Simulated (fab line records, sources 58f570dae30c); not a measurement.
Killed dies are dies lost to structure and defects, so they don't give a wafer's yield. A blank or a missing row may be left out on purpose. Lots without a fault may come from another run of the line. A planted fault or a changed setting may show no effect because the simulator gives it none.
Chamber matching | flow berkeley_cmos170 | UCB170_V2_CVD_00 on pecvd-01: 3 sister chambers
The step deposits SiO2 from TEOS/O2, target thk 2000 nm, time 250 s. 6 wafers are shown with their chamber, then 7 later ones without.

WAFERS WITH THEIR CHAMBER
wafer  | chamber | heater_power_w (W) | rf_fwd_power_W (W)
L217.5 | 1       | 232                | 547.9
L216.2 | 0       | 284                | 547.8
L216.4 | 2       | 204                | 546.1
L216.5 | 1       | 237                | 550.6
L219.3 | 0       | 235                | 547.0
L219.5 | 2       | 212                | 551.3

WAFERS WITHOUT THEIR CHAMBER
wafer  | heater_power_w (W) | rf_fwd_power_W (W)
L219.6 | 234                | 548.4
L220.1 | 240                | 545.6
L220.3 | 259                | 549.5
L220.6 | 161                | 547.9
L222.1 | 278                | 546.1
L222.4 | 208                | 545.5
L222.6 | 205                | 548.1

WHICH CHAMBER EACH WENT THROUGH
wafer  | from the rows above          | in truth
L219.6 | can't be placed: 1 or 2 or 0 | 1
L220.1 | can't be placed: 0 or 1 or 2 | 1
L220.3 | can't be placed: 0 or 1 or 2 | 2
L220.6 | can't be placed: 2 or 1      | 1
L222.1 | can't be placed: 0 or 1      | 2
L222.4 | can't be placed: 2 or 1 or 0 | 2
L222.6 | can't be placed: 2 or 1      | 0
Placed correctly: 0 of 7. Can't be placed from these rows: 7 (the true chamber is among the candidates in 5). Placed wrongly: 0.
How it was worked out, from the rows above alone: a wafer's distance from a chamber is the root of the sum, over the readings, of the square of ((its reading less the chamber's mean) divided by the reading's scatter). The wafer belongs to the nearest chamber; if the next one is less than 2 further off, it can't be placed. A chamber's mean is the mean of its shown wafers. The scatter: the root of (the sum of the squares of (reading less its chamber's mean) over the shown wafers, divided by (wafers less chambers)).
